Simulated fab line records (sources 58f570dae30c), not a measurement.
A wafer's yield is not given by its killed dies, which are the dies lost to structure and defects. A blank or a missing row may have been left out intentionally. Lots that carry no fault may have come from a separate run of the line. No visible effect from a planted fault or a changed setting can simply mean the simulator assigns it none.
fab line records :: flow berkeley-cmos170
record
  lots=6
  wafers=18
  last-day=12
route steps=331 shown SCREENOX@100 NVT@104 PVT@115 GATE@125
lots untouched by any fault: they come from a run of this same line in which no faults occurred
start-h: the number of hours between the record's first day and the start of the first shown wafer of the lot :: wait-h: how many hours have passed since the lot's step before this one :: " identical to the entry in the row above :: L1.1+2: one row covering several wafers at once :: - value missing, or start not given :: * or withheld: withheld :: < > ~ a bound
route shown NAME@n: names a module that has steps shown in the file, with the first one's number in the route :: usual: mean/standard deviation of fault-free wafers :: same: alike in all rows :: chamber/n: place in a boat :: sites: each site's reading :: _std_site: standard deviation of those values :: _edge_site: mean of outer sites minus mean of inner sites :: radius-mm: for every site, how far away it sits from the centre of the wafer :: mask NAME#n: copy n :: behind: the last tool/chamber to shape the wafer :: hold: why the lot went on hold/how many hours it stayed there/how the hold came to an end :: device: transistor that didn't switch, given as n, p or np :: end of line: tests of these same wafers at the route's end :: for a step that has no rows: nothing shown but its recipe :: killed: dies lost to structure and defects at the first sort, not the wafer's yield :: map: the dies of a wafer, with x for killed, . for not killed, _ for no die there
set.NAME: setting as actually run; set.NAME@STEP: the setting as run at that earlier step :: model.NAME: the simulator's own value behind a step, which no gauge read
lots at some steps of the route; a table a step, a row a wafer
services: the hour from which a tool's chamber was out of use, counted from the record's first day as start-h (under 0 if before that day), plus the number of hours and why
## steps
# step UCB170_SCREENOX_WET_ETCH_00
# recipe
  chemistry=dHF
  dilution=25:1
  target=SiO2
  temp-c=25
  time-s=200
# step UCB170_SCREENOX_OXIDATION_01
# recipe
  temp-c=900
  ambient=O2
  target-thk-a=144
  ox-time-s=2400
# step UCB170_SCREENOX_THK_MEAS_02
# recipe
  reads=SiO2_of_SCREENOX_OXIDATION_01
# usual
  SCREENOX_OXIDE_THK=14.54/0.26
lot.wafer: L318.1
tool: film-metro-04
chamber: -
start-h: 125.12
wait-h: 0.1
SCREENOX_OXIDE_THK[nm]: 14.52

lot.wafer: L318.4
tool: film-metro-04
chamber: -
start-h: 125.12
wait-h: 0.1
SCREENOX_OXIDE_THK[nm]: 14.51

lot.wafer: L318.5
tool: film-metro-04
chamber: -
start-h: 125.12
wait-h: 0.1
SCREENOX_OXIDE_THK[nm]: 14.72

lot.wafer: L328.2
tool: film-metro-02
chamber: -
start-h: 167.69
wait-h: 0.0
SCREENOX_OXIDE_THK[nm]: 14.27

lot.wafer: L328.4
tool: film-metro-02
chamber: -
start-h: 167.69
wait-h: 0.0
SCREENOX_OXIDE_THK[nm]: 13.87

lot.wafer: L328.6
tool: film-metro-02
chamber: -
start-h: 167.69
wait-h: 0.0
SCREENOX_OXIDE_THK[nm]: 14.21

lot.wafer: L329.1
tool: film-metro-02
chamber: -
start-h: 180.86
wait-h: 0.0
SCREENOX_OXIDE_THK[nm]: 14.79

lot.wafer: L329.4
tool: film-metro-02
chamber: -
start-h: 180.86
wait-h: 0.0
SCREENOX_OXIDE_THK[nm]: 14.51

lot.wafer: L329.5
tool: film-metro-02
chamber: -
start-h: 180.86
wait-h: 0.0
SCREENOX_OXIDE_THK[nm]: 14.80

lot.wafer: L330.2
tool: film-metro-04
chamber: -
start-h: 180.87
wait-h: 0.0
SCREENOX_OXIDE_THK[nm]: 14.21

lot.wafer: L330.4
tool: film-metro-04
chamber: -
start-h: 180.87
wait-h: 0.0
SCREENOX_OXIDE_THK[nm]: 14.08

lot.wafer: L330.5
tool: film-metro-04
chamber: -
start-h: 180.87
wait-h: 0.0
SCREENOX_OXIDE_THK[nm]: 14.07

lot.wafer: L331.3
tool: film-metro-03
chamber: -
start-h: 200.97
wait-h: 0.0
SCREENOX_OXIDE_THK[nm]: 14.61

lot.wafer: L331.4
tool: film-metro-03
chamber: -
start-h: 200.97
wait-h: 0.0
SCREENOX_OXIDE_THK[nm]: 14.38

lot.wafer: L331.5
tool: film-metro-03
chamber: -
start-h: 200.97
wait-h: 0.0
SCREENOX_OXIDE_THK[nm]: 14.56

lot.wafer: L337.1
tool: film-metro-03
chamber: -
start-h: 232.96
wait-h: 0.0
SCREENOX_OXIDE_THK[nm]: 14.60

lot.wafer: L337.2
tool: film-metro-03
chamber: -
start-h: 232.96
wait-h: 0.0
SCREENOX_OXIDE_THK[nm]: 14.20

lot.wafer: L337.4
tool: film-metro-03
chamber: -
start-h: 232.96
wait-h: 0.0
SCREENOX_OXIDE_THK[nm]: 14.26
# step UCB170_SCREENOX_ANNEAL_03
# recipe
  temp-c=900
  time-s=900
  ambient=N2
# step UCB170_NVT_HMDS_00
# recipe
  prime-time-s=60
  prime-temp-c=100
# step UCB170_NVT_COAT_01
# recipe
  resist=KrF
  spin-rpm=1500
  resist-thk-nm=900
# step UCB170_NVT_SOFTBAKE_02
# recipe
  resist=KrF
  temp-c=130
  time-s=60
# step UCB170_NVT_EXPOSE_03
# recipe
  mask-id=PWELL
  target-cd-nm=3000
  na=0.5
  sigma-outer=0.6
  source-shape=conventional
  dose-mj=30
# step UCB170_NVT_PEB_04
# recipe
  peb-temp-c=130
  peb-time-s=withheld
  resist=KrF
# step UCB170_NVT_DEVELOP_05
# recipe
  developer=TMAH
  develop-time-s=45
  resist=KrF
  dev-temp-c=21
# step UCB170_NVT_OVL_MEAS_06
# usual
  NVT_OVL=-5/6
lot.wafer: L318.1
tool: overlay-01
chamber: -
start-h: 130.71
wait-h: -
NVT_OVL[nm]: -9

lot.wafer: L318.4
tool: overlay-01
chamber: -
start-h: 130.71
wait-h: -
NVT_OVL[nm]: -2

lot.wafer: L318.5
tool: overlay-01
chamber: -
start-h: 130.71
wait-h: -
NVT_OVL[nm]: -5

lot.wafer: L328.2
tool: overlay-02
chamber: -
start-h: 173.84
wait-h: -
NVT_OVL[nm]: -7

lot.wafer: L328.4
tool: overlay-02
chamber: -
start-h: 173.84
wait-h: -
NVT_OVL[nm]: 6

lot.wafer: L328.6
tool: overlay-02
chamber: -
start-h: 173.84
wait-h: -
NVT_OVL[nm]: 4

lot.wafer: L329.1
tool: overlay-02
chamber: -
start-h: 191.94
wait-h: -
NVT_OVL[nm]: -8

lot.wafer: L329.4
tool: overlay-02
chamber: -
start-h: 191.94
wait-h: -
NVT_OVL[nm]: -6

lot.wafer: L329.5
tool: overlay-02
chamber: -
start-h: 191.94
wait-h: -
NVT_OVL[nm]: 0

lot.wafer: L330.2
tool: overlay-02
chamber: -
start-h: 192.22
wait-h: -
NVT_OVL[nm]: -1

lot.wafer: L330.4
tool: overlay-02
chamber: -
start-h: 192.22
wait-h: -
NVT_OVL[nm]: -2

lot.wafer: L330.5
tool: overlay-02
chamber: -
start-h: 192.22
wait-h: -
NVT_OVL[nm]: -9

lot.wafer: L331.3
tool: overlay-02
chamber: -
start-h: 208.04
wait-h: -
NVT_OVL[nm]: -17

lot.wafer: L331.4
tool: overlay-02
chamber: -
start-h: 208.04
wait-h: -
NVT_OVL[nm]: -6

lot.wafer: L331.5
tool: overlay-02
chamber: -
start-h: 208.04
wait-h: -
NVT_OVL[nm]: -13

lot.wafer: L337.1
tool: overlay-01
chamber: -
start-h: 238.83
wait-h: -
NVT_OVL[nm]: 7

lot.wafer: L337.2
tool: overlay-01
chamber: -
start-h: 238.83
wait-h: -
NVT_OVL[nm]: 2

lot.wafer: L337.4
tool: overlay-01
chamber: -
start-h: 238.83
wait-h: -
NVT_OVL[nm]: 3
# step UCB170_NVT_IMPLANT_07
# recipe
  species=BF2
  dose-cm2=3e+12
  energy-kev=50
  tilt-deg=7
# step UCB170_NVT_STRIP_08
# recipe
  chemistry=O2
  power-w=400
  pressure-mtorr=3500
  platen-temp-c=withheld
  o2-flow-sccm=400
  overash-fraction=0.5
# usual
  chamber-pressure-mTorr=3500/3.1
  drypump-motor-current-A=5.7/0.44
  oes-product-au=0.734/0.0043
  strip-time-to-endpoint-s=21.66/0.065
lot.wafer: L318.1
tool: plasma-asher-03
chamber: 1
start-h: 130.90
wait-h: 0.1
chamber-pressure-mTorr: 3503
drypump-motor-current-A: 6.2
oes-product-au: 0.734
rf-hours-counter-h: 1
strip-time-to-endpoint-s: 21.59
model.KrF_of_NVT_COAT_01.thk-nm: 0

lot.wafer: L318.4
tool: plasma-asher-03
chamber: 1
start-h: 130.90
wait-h: 0.1
chamber-pressure-mTorr: 3503
drypump-motor-current-A: 6.2
oes-product-au: 0.740
rf-hours-counter-h: -
strip-time-to-endpoint-s: 21.59
model.KrF_of_NVT_COAT_01.thk-nm: 0

lot.wafer: L318.5
tool: plasma-asher-03
chamber: 0
start-h: 130.90
wait-h: 0.1
chamber-pressure-mTorr: 3497
drypump-motor-current-A: 5.1
oes-product-au: 0.732
rf-hours-counter-h: -
strip-time-to-endpoint-s: 21.61
model.KrF_of_NVT_COAT_01.thk-nm: 0

lot.wafer: L328.2
tool: plasma-asher-04
chamber: 0
start-h: 174.02
wait-h: 0.1
chamber-pressure-mTorr: 3504
drypump-motor-current-A: 5.6
oes-product-au: 0.734
rf-hours-counter-h: 41
strip-time-to-endpoint-s: 21.67
model.KrF_of_NVT_COAT_01.thk-nm: 0

lot.wafer: L328.4
tool: plasma-asher-04
chamber: 1
start-h: 174.02
wait-h: 0.1
chamber-pressure-mTorr: 3504
drypump-motor-current-A: 5.3
oes-product-au: 0.733
rf-hours-counter-h: -
strip-time-to-endpoint-s: 21.70
model.KrF_of_NVT_COAT_01.thk-nm: 0

lot.wafer: L328.6
tool: plasma-asher-04
chamber: 1
start-h: 174.02
wait-h: 0.1
chamber-pressure-mTorr: 3500
drypump-motor-current-A: 5.3
oes-product-au: 0.737
rf-hours-counter-h: -
strip-time-to-endpoint-s: 21.69
model.KrF_of_NVT_COAT_01.thk-nm: 0

lot.wafer: L329.1
tool: plasma-asher-01
chamber: 1
start-h: 192.13
wait-h: 0.1
chamber-pressure-mTorr: -
drypump-motor-current-A: -
oes-product-au: -
rf-hours-counter-h: -
strip-time-to-endpoint-s: -
model.KrF_of_NVT_COAT_01.thk-nm: 888.4

lot.wafer: L329.4
tool: plasma-asher-01
chamber: 1
start-h: 192.13
wait-h: 0.1
chamber-pressure-mTorr: -
drypump-motor-current-A: -
oes-product-au: -
rf-hours-counter-h: -
strip-time-to-endpoint-s: -
model.KrF_of_NVT_COAT_01.thk-nm: 887.7

lot.wafer: L329.5
tool: plasma-asher-01
chamber: 1
start-h: 192.13
wait-h: 0.1
chamber-pressure-mTorr: -
drypump-motor-current-A: -
oes-product-au: -
rf-hours-counter-h: -
strip-time-to-endpoint-s: -
model.KrF_of_NVT_COAT_01.thk-nm: 888.3

lot.wafer: L330.2
tool: plasma-asher-04
chamber: 1
start-h: 192.40
wait-h: 0.1
chamber-pressure-mTorr: -
drypump-motor-current-A: -
oes-product-au: -
rf-hours-counter-h: -
strip-time-to-endpoint-s: -
model.KrF_of_NVT_COAT_01.thk-nm: 881.6

lot.wafer: L330.4
tool: plasma-asher-04
chamber: 0
start-h: 192.40
wait-h: 0.1
chamber-pressure-mTorr: -
drypump-motor-current-A: -
oes-product-au: -
rf-hours-counter-h: -
strip-time-to-endpoint-s: -
model.KrF_of_NVT_COAT_01.thk-nm: 883.9

lot.wafer: L330.5
tool: plasma-asher-04
chamber: 1
start-h: 192.40
wait-h: 0.1
chamber-pressure-mTorr: -
drypump-motor-current-A: -
oes-product-au: -
rf-hours-counter-h: -
strip-time-to-endpoint-s: -
model.KrF_of_NVT_COAT_01.thk-nm: 883.4

lot.wafer: L331.3
tool: plasma-asher-01
chamber: 0
start-h: 208.25
wait-h: 0.1
chamber-pressure-mTorr: 3506
drypump-motor-current-A: 6.1
oes-product-au: 0.728
rf-hours-counter-h: -
strip-time-to-endpoint-s: 21.68
model.KrF_of_NVT_COAT_01.thk-nm: 0

lot.wafer: L331.4
tool: plasma-asher-01
chamber: 1
start-h: 208.25
wait-h: 0.1
chamber-pressure-mTorr: 3494
drypump-motor-current-A: 6.1
oes-product-au: 0.732
rf-hours-counter-h: -
strip-time-to-endpoint-s: 21.63
model.KrF_of_NVT_COAT_01.thk-nm: 0

lot.wafer: L331.5
tool: plasma-asher-01
chamber: 1
start-h: 208.25
wait-h: 0.1
chamber-pressure-mTorr: 3502
drypump-motor-current-A: 6.1
oes-product-au: 0.729
rf-hours-counter-h: -
strip-time-to-endpoint-s: 21.71
model.KrF_of_NVT_COAT_01.thk-nm: 0

lot.wafer: L337.1
tool: plasma-asher-03
chamber: 0
start-h: 239.01
wait-h: 0.1
chamber-pressure-mTorr: 3501
drypump-motor-current-A: 5.0
oes-product-au: 0.729
rf-hours-counter-h: 12
strip-time-to-endpoint-s: 21.70
model.KrF_of_NVT_COAT_01.thk-nm: 0

lot.wafer: L337.2
tool: plasma-asher-03
chamber: 1
start-h: 239.01
wait-h: 0.1
chamber-pressure-mTorr: 3499
drypump-motor-current-A: 6.2
oes-product-au: 0.736
rf-hours-counter-h: 12
strip-time-to-endpoint-s: 21.62
model.KrF_of_NVT_COAT_01.thk-nm: 0

lot.wafer: L337.4
tool: plasma-asher-03
chamber: 0
start-h: 239.01
wait-h: 0.1
chamber-pressure-mTorr: 3500
drypump-motor-current-A: 5.0
oes-product-au: 0.741
rf-hours-counter-h: -
strip-time-to-endpoint-s: 21.69
model.KrF_of_NVT_COAT_01.thk-nm: 0
# step UCB170_NVT_TW_MEAS_09
# usual
  NVT_TW=530/4.4
lot.wafer: L318.1
tool: film-metro-01
chamber: -
start-h: 131.00
wait-h: 0.1
NVT_TW: 535

lot.wafer: L318.4
tool: film-metro-01
chamber: -
start-h: 131.00
wait-h: 0.1
NVT_TW: 536

lot.wafer: L318.5
tool: film-metro-01
chamber: -
start-h: 131.00
wait-h: 0.1
NVT_TW: 534

lot.wafer: L328.2
tool: film-metro-03
chamber: -
start-h: 174.13
wait-h: 0.1
NVT_TW: 533

lot.wafer: L328.4
tool: film-metro-03
chamber: -
start-h: 174.13
wait-h: 0.1
NVT_TW: 530

lot.wafer: L328.6
tool: film-metro-03
chamber: -
start-h: 174.13
wait-h: 0.1
NVT_TW: 530

lot.wafer: L329.1
tool: film-metro-03
chamber: -
start-h: 192.23
wait-h: 0.1
NVT_TW: 529

lot.wafer: L329.4
tool: film-metro-03
chamber: -
start-h: 192.23
wait-h: 0.1
NVT_TW: 529

lot.wafer: L329.5
tool: film-metro-03
chamber: -
start-h: 192.23
wait-h: 0.1
NVT_TW: 530

lot.wafer: L330.2
tool: film-metro-02
chamber: -
start-h: 192.51
wait-h: 0.1
NVT_TW: 526

lot.wafer: L330.4
tool: film-metro-02
chamber: -
start-h: 192.51
wait-h: 0.1
NVT_TW: 527

lot.wafer: L330.5
tool: film-metro-02
chamber: -
start-h: 192.51
wait-h: 0.1
NVT_TW: 527

lot.wafer: L331.3
tool: film-metro-02
chamber: -
start-h: 208.45
wait-h: 0.2
NVT_TW: 524

lot.wafer: L331.4
tool: film-metro-02
chamber: -
start-h: 208.45
wait-h: 0.2
NVT_TW: 529

lot.wafer: L331.5
tool: film-metro-02
chamber: -
start-h: 208.45
wait-h: 0.2
NVT_TW: 529

lot.wafer: L337.1
tool: film-metro-02
chamber: -
start-h: 239.11
wait-h: 0.1
NVT_TW: 523

lot.wafer: L337.2
tool: film-metro-02
chamber: -
start-h: 239.11
wait-h: 0.1
NVT_TW: 523

lot.wafer: L337.4
tool: film-metro-02
chamber: -
start-h: 239.11
wait-h: 0.1
NVT_TW: 524
# step UCB170_NVT_CLEAN_10
# recipe
  chemistry=SPM
  temp-c=120
  time-s=600
# step UCB170_PVT_HMDS_00
# recipe
  prime-time-s=60
  prime-temp-c=100
# step UCB170_PVT_COAT_01
# recipe
  resist=KrF
  spin-rpm=1500
  resist-thk-nm=900
# step UCB170_PVT_SOFTBAKE_02
# recipe
  resist=KrF
  temp-c=130
  time-s=60
# step UCB170_PVT_EXPOSE_03
# recipe
  mask-id=NWELL
  target-cd-nm=3000
  na=0.5
  sigma-outer=0.6
  source-shape=conventional
  dose-mj=30
# step UCB170_PVT_PEB_04
# recipe
  peb-temp-c=130
  peb-time-s=withheld
  resist=KrF
# step UCB170_PVT_DEVELOP_05
# recipe
  developer=TMAH
  develop-time-s=45
  resist=KrF
  dev-temp-c=21
# step UCB170_PVT_OVL_MEAS_06
# usual
  PVT_OVL=0/5.1
lot.wafer: L318.1
tool: overlay-01
chamber: -
start-h: 133.06
wait-h: -
PVT_OVL[nm]: 0

lot.wafer: L318.4
tool: overlay-01
chamber: -
start-h: 133.06
wait-h: -
PVT_OVL[nm]: 4

lot.wafer: L318.5
tool: overlay-01
chamber: -
start-h: 133.06
wait-h: -
PVT_OVL[nm]: 3

lot.wafer: L328.2
tool: overlay-01
chamber: -
start-h: 175.34
wait-h: -
PVT_OVL[nm]: 1

lot.wafer: L328.4
tool: overlay-01
chamber: -
start-h: 175.34
wait-h: -
PVT_OVL[nm]: 1

lot.wafer: L328.6
tool: overlay-01
chamber: -
start-h: 175.34
wait-h: -
PVT_OVL[nm]: -7

lot.wafer: L329.1
tool: overlay-01
chamber: -
start-h: 194.34
wait-h: -
PVT_OVL[nm]: -5

lot.wafer: L329.4
tool: overlay-01
chamber: -
start-h: 194.34
wait-h: -
PVT_OVL[nm]: -3

lot.wafer: L329.5
tool: overlay-01
chamber: -
start-h: 194.34
wait-h: -
PVT_OVL[nm]: -3

lot.wafer: L330.2
tool: overlay-02
chamber: -
start-h: 194.57
wait-h: -
PVT_OVL[nm]: -2

lot.wafer: L330.4
tool: overlay-02
chamber: -
start-h: 194.57
wait-h: -
PVT_OVL[nm]: -7

lot.wafer: L330.5
tool: overlay-02
chamber: -
start-h: 194.57
wait-h: -
PVT_OVL[nm]: -9

lot.wafer: L331.3
tool: overlay-01
chamber: -
start-h: 210.22
wait-h: -
PVT_OVL[nm]: 3

lot.wafer: L331.4
tool: overlay-01
chamber: -
start-h: 210.22
wait-h: -
PVT_OVL[nm]: 10

lot.wafer: L331.5
tool: overlay-01
chamber: -
start-h: 210.22
wait-h: -
PVT_OVL[nm]: -2

lot.wafer: L337.1
tool: overlay-02
chamber: -
start-h: 240.76
wait-h: -
PVT_OVL[nm]: 0

lot.wafer: L337.2
tool: overlay-02
chamber: -
start-h: 240.76
wait-h: -
PVT_OVL[nm]: -6

lot.wafer: L337.4
tool: overlay-02
chamber: -
start-h: 240.76
wait-h: -
PVT_OVL[nm]: 4
# step UCB170_PVT_IMPLANT_07
# recipe
  species=P
  dose-cm2=2e+12
  energy-kev=30
  tilt-deg=7
# step UCB170_PVT_STRIP_08
# recipe
  chemistry=O2
  power-w=400
  pressure-mtorr=3500
  platen-temp-c=withheld
  o2-flow-sccm=400
  overash-fraction=0.5
# usual
  chamber-pressure-mTorr=3500/3.2
  drypump-motor-current-A=5.6/0.4
  oes-product-au=0.735/0.0045
  strip-time-to-endpoint-s=21.67/0.086
lot.wafer: L318.1
tool: plasma-asher-04
chamber: 0
start-h: 133.25
wait-h: 0.1
chamber-pressure-mTorr: 3503
drypump-motor-current-A: 5.5
oes-product-au: 0.727
rf-hours-counter-h: 37
strip-time-to-endpoint-s: 21.63

lot.wafer: L318.4
tool: plasma-asher-04
chamber: 1
start-h: 133.25
wait-h: 0.1
chamber-pressure-mTorr: 3504
drypump-motor-current-A: 5.3
oes-product-au: 0.736
rf-hours-counter-h: -
strip-time-to-endpoint-s: 21.60

lot.wafer: L318.5
tool: plasma-asher-04
chamber: 1
start-h: 133.25
wait-h: 0.1
chamber-pressure-mTorr: 3495
drypump-motor-current-A: 5.3
oes-product-au: 0.735
rf-hours-counter-h: -
strip-time-to-endpoint-s: 21.59

lot.wafer: L328.2
tool: plasma-asher-04
chamber: 0
start-h: 175.52
wait-h: 0.1
chamber-pressure-mTorr: 3500
drypump-motor-current-A: 5.5
oes-product-au: 0.736
rf-hours-counter-h: 41
strip-time-to-endpoint-s: 21.73

lot.wafer: L328.4
tool: plasma-asher-04
chamber: 0
start-h: 175.52
wait-h: 0.1
chamber-pressure-mTorr: 3500
drypump-motor-current-A: 5.5
oes-product-au: 0.734
rf-hours-counter-h: -
strip-time-to-endpoint-s: 21.73

lot.wafer: L328.6
tool: plasma-asher-04
chamber: 1
start-h: 175.52
wait-h: 0.1
chamber-pressure-mTorr: 3498
drypump-motor-current-A: 5.3
oes-product-au: 0.733
rf-hours-counter-h: -
strip-time-to-endpoint-s: 21.76

lot.wafer: L329.1
tool: plasma-asher-01
chamber: 0
start-h: 194.53
wait-h: 0.1
chamber-pressure-mTorr: 3502
drypump-motor-current-A: 6.0
oes-product-au: 0.737
rf-hours-counter-h: 54
strip-time-to-endpoint-s: 47.76

lot.wafer: L329.4
tool: plasma-asher-01
chamber: 1
start-h: 194.53
wait-h: 0.1
chamber-pressure-mTorr: 3496
drypump-motor-current-A: 6.1
oes-product-au: 0.732
rf-hours-counter-h: -
strip-time-to-endpoint-s: 47.79

lot.wafer: L329.5
tool: plasma-asher-01
chamber: 1
start-h: 194.53
wait-h: 0.1
chamber-pressure-mTorr: 3501
drypump-motor-current-A: 6.1
oes-product-au: 0.739
rf-hours-counter-h: -
strip-time-to-endpoint-s: 47.85

lot.wafer: L330.2
tool: plasma-asher-01
chamber: 1
start-h: 194.75
wait-h: 0.1
chamber-pressure-mTorr: 3497
drypump-motor-current-A: 6.1
oes-product-au: 0.738
rf-hours-counter-h: 54
strip-time-to-endpoint-s: 47.82

lot.wafer: L330.4
tool: plasma-asher-01
chamber: 1
start-h: 194.75
wait-h: 0.1
chamber-pressure-mTorr: 3495
drypump-motor-current-A: 6.1
oes-product-au: 0.736
rf-hours-counter-h: -
strip-time-to-endpoint-s: 47.87

lot.wafer: L330.5
tool: plasma-asher-01
chamber: 1
start-h: 194.75
wait-h: 0.1
chamber-pressure-mTorr: 3498
drypump-motor-current-A: 6.1
oes-product-au: 0.737
rf-hours-counter-h: -
strip-time-to-endpoint-s: 47.94

lot.wafer: L331.3
tool: plasma-asher-01
chamber: 1
start-h: 210.43
wait-h: 0.1
chamber-pressure-mTorr: 3499
drypump-motor-current-A: 6.1
oes-product-au: 0.736
rf-hours-counter-h: -
strip-time-to-endpoint-s: 21.76

lot.wafer: L331.4
tool: plasma-asher-01
chamber: 0
start-h: 210.43
wait-h: 0.1
chamber-pressure-mTorr: 3500
drypump-motor-current-A: 6.1
oes-product-au: 0.727
rf-hours-counter-h: -
strip-time-to-endpoint-s: 21.78

lot.wafer: L331.5
tool: plasma-asher-01
chamber: 0
start-h: 210.43
wait-h: 0.1
chamber-pressure-mTorr: 3500
drypump-motor-current-A: 6.1
oes-product-au: 0.726
rf-hours-counter-h: -
strip-time-to-endpoint-s: 21.78

lot.wafer: L337.1
tool: plasma-asher-01
chamber: 0
start-h: 240.94
wait-h: 0.1
chamber-pressure-mTorr: 3500
drypump-motor-current-A: 6.1
oes-product-au: 0.739
rf-hours-counter-h: 58
strip-time-to-endpoint-s: 21.62

lot.wafer: L337.2
tool: plasma-asher-01
chamber: 1
start-h: 240.94
wait-h: 0.1
chamber-pressure-mTorr: 3503
drypump-motor-current-A: 6.1
oes-product-au: 0.739
rf-hours-counter-h: 58
strip-time-to-endpoint-s: 21.49

lot.wafer: L337.4
tool: plasma-asher-01
chamber: 0
start-h: 240.94
wait-h: 0.1
chamber-pressure-mTorr: 3502
drypump-motor-current-A: 6.1
oes-product-au: 0.731
rf-hours-counter-h: -
strip-time-to-endpoint-s: 21.51
# step UCB170_PVT_TW_MEAS_09
# usual
  PVT_TW=515/3.6
lot.wafer: L318.1
tool: film-metro-04
chamber: -
start-h: 133.35
wait-h: 0.1
PVT_TW: 511

lot.wafer: L318.4
tool: film-metro-04
chamber: -
start-h: 133.35
wait-h: 0.1
PVT_TW: 512

lot.wafer: L318.5
tool: film-metro-04
chamber: -
start-h: 133.35
wait-h: 0.1
PVT_TW: 511

lot.wafer: L328.2
tool: film-metro-01
chamber: -
start-h: 175.63
wait-h: 0.1
PVT_TW: 519

lot.wafer: L328.4
tool: film-metro-01
chamber: -
start-h: 175.63
wait-h: 0.1
PVT_TW: 517

lot.wafer: L328.6
tool: film-metro-01
chamber: -
start-h: 175.63
wait-h: 0.1
PVT_TW: 518

lot.wafer: L329.1
tool: film-metro-01
chamber: -
start-h: 194.63
wait-h: 0.1
PVT_TW: 31

lot.wafer: L329.4
tool: film-metro-01
chamber: -
start-h: 194.63
wait-h: 0.1
PVT_TW: 31

lot.wafer: L329.5
tool: film-metro-01
chamber: -
start-h: 194.63
wait-h: 0.1
PVT_TW: 31

lot.wafer: L330.2
tool: film-metro-03
chamber: -
start-h: 194.86
wait-h: 0.1
PVT_TW: 30

lot.wafer: L330.4
tool: film-metro-03
chamber: -
start-h: 194.86
wait-h: 0.1
PVT_TW: 30

lot.wafer: L330.5
tool: film-metro-03
chamber: -
start-h: 194.86
wait-h: 0.1
PVT_TW: 31

lot.wafer: L331.3
tool: film-metro-01
chamber: -
start-h: 210.51
wait-h: 0.1
PVT_TW: 518

lot.wafer: L331.4
tool: film-metro-01
chamber: -
start-h: 210.51
wait-h: 0.1
PVT_TW: 519

lot.wafer: L331.5
tool: film-metro-01
chamber: -
start-h: 210.51
wait-h: 0.1
PVT_TW: 521

lot.wafer: L337.1
tool: film-metro-04
chamber: -
start-h: 241.04
wait-h: 0.1
PVT_TW: 512

lot.wafer: L337.2
tool: film-metro-04
chamber: -
start-h: 241.04
wait-h: 0.1
PVT_TW: 510

lot.wafer: L337.4
tool: film-metro-04
chamber: -
start-h: 241.04
wait-h: 0.1
PVT_TW: 511
# step UCB170_GATE_WET_ETCH_00
# recipe
  chemistry=dHF
  dilution=25:1
  target=SiO2
  temp-c=25
  time-s=200
## services
tool: plasma-asher-03
chamber: -
start-h: 108.75
hours: 9.0
kind: pm

tool: plasma-asher-03
chamber: 0
start-h: 108.75
hours: 9.0
kind: vent-cycle

tool: plasma-asher-03
chamber: 1
start-h: 108.75
hours: 9.0
kind: vent-cycle

tool: plasma-asher-01
chamber: -
start-h: 116.88
hours: 0.9
kind: repair

tool: plasma-asher-03
chamber: 0
start-h: 117.75
hours: -
kind: clean

tool: plasma-asher-03
chamber: 1
start-h: 117.75
hours: -
kind: clean
## key
first-sign
  step=UCB170_NVT_STRIP_08
  reading=tool-record
  direction=missing
effect
  step=UCB170_PVT_STRIP_08
  reading=strip-time-to-endpoint-s
  direction=up
  sigmas=99+
  usual=*
  struck=*
effect
  step=UCB170_PVT_TW_MEAS_09
  reading=PVT_TW
  direction=down
  sigmas=99+
  usual=515
  struck=31
model-effect
  step=UCB170_NVT_STRIP_08
  value=KrF_of_NVT_COAT_01.thk-nm
  without=0
  struck=885.5
met-at UCB170_NVT_STRIP_08
struck-wafers L329.1,L329.4,L329.5,L330.2,L330.4,L330.5
sort-left-out L329.1,L329.4,L329.5,L330.2,L330.4,L330.5
tester-left-out L329,L330
onset-between 174.02 192.13
fault
  kind=skipped-step-whole
  tool=plasma-asher-01,plasma-asher-04
  chamber=-
  onset-h=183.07
  steps=UCB170_NVT_STRIP_08
  scope=struck-lots-only
# tester-left-out: of these lots the tester's yield and bins aren't shown, on N5 and GAA mostly nor the transistor test; their killed dies are dies lost to structure and defects alone, not to doping, threshold or leakage, so they don't give the yield
# sort-left-out: the simulated sort isn't trusted on such a fault, so these wafers' sort isn't shown, and their yield isn't known
